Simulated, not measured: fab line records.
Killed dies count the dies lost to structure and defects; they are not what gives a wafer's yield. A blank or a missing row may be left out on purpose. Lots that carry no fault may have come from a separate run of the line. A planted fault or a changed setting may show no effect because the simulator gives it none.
Split-lot trial	flow rit-cmos	12 wafers read across 5 lots, on a route 202 steps long

== ON THE SPLIT ==
At RIT_M1_SOFTBAKE_05 (time 60 s), the setting temp-c was moved away from the recipe's 90 C on 3 of the 12 wafers read, by -3.9% to +3.2%. All remaining wafers had this setting at the recipe value.

== FROM THE SPLIT TO THE READING: what the file shows between them, 2 steps ==
- RIT_M1_EXPOSE_06: exposes mask M12, target cd 2600 nm
- RIT_M1_PEB_07

== THE READING ==
NOVOLAK_of_M1_COAT_04.thk-nm (the simulator's own value, which no gauge read), in nm, at RIT_M1_DEVELOP_08 (develop time 68 s). The file does not state a usual value for it. The 9 wafers here that ran the recipe average 1310 nm, standard deviation 4.7 nm.

wafer	tool, chamber at the split	temp-c as run, C	against the recipe	NOVOLAK_of_M1_COAT_04.thk-nm, nm	against lot-mates on the recipe
L074.2	litho-track-04, 0	90	recipe	1312	-
L074.5	litho-track-04, 0	90	recipe	1310	-
L075.2	litho-track-01, 0	90	recipe	1300	-
L075.3	litho-track-01, 0	92.86	+3.2%	1292	-8
L076.3	litho-track-04, 0	90	recipe	1316	-
L076.5	litho-track-04, 0	90	recipe	1317	-
L077.1	litho-track-04, 0	86.47	-3.9%	1315	+7
L077.2	litho-track-04, 0	90	recipe	1308	-
L077.5	litho-track-04, 0	86.47	-3.9%	1317	+9
L082.3	litho-track-02, 0	90	recipe	1309	-
L082.4	litho-track-02, 0	90	recipe	1307	-
L082.5	litho-track-02, 0	90	recipe	1310	-

THE FIT
A straight line over all 12 wafers: NOVOLAK_of_M1_COAT_04.thk-nm changes by -2.74 nm for each +1% of temp-c; r = -0.70; the points scatter about the line by 5.5 nm.
The same after taking each lot's own level away (the mean of its wafers on the recipe; 12 wafers): -2.18 nm for each +1%; r = -0.97; scatter 1 nm.
The reading moves by 8.5 nm for the largest change in temp-c, on that fit.
Across the lots, their own levels run from 1300.0 to 1316.5 nm, a range of 3.5 times the standard deviation given above.
So the lot-to-lot level blurs the effect unless lot-mates are compared.
Check: +9.28 nm against its lot-mates is what the line predicts for one of the wafers moved furthest among these (-3.9%) when that wafer is left out of the fit. It came out at +7 nm against them.

== THE OTHER SPLITS THESE WAFERS WENT THROUGH ==
Other splits were also applied to these wafers ahead of the reading. Each is held against what the fit with the lots' levels taken away leaves over:
other split on the same wafers	wafers away from the commonest value	r with NOVOLAK_of_M1_COAT_04.thk-nm (lot level and that fit taken away)
RIT_GATE_DEVELOP_15 develop-time-s	4	-0.07
RIT_PLDD_SOFTBAKE_02 temp-c	5	+0.07
RIT_NSD_IMPLANT_08 dose-cm2	3	-0.15
RIT_SDANNEAL_RTA_03 time-s	3	-0.21
RIT_SILICIDE_SPUTTER_01 time-s	4	+0.35
RIT_M1_SPUTTER_00 time-s	0	-

== THE FILE'S OWN FIT ==
NOVOLAK_of_M1_COAT_04.thk-nm changes by -2.25 nm for each +1% of temp-c, r = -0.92.
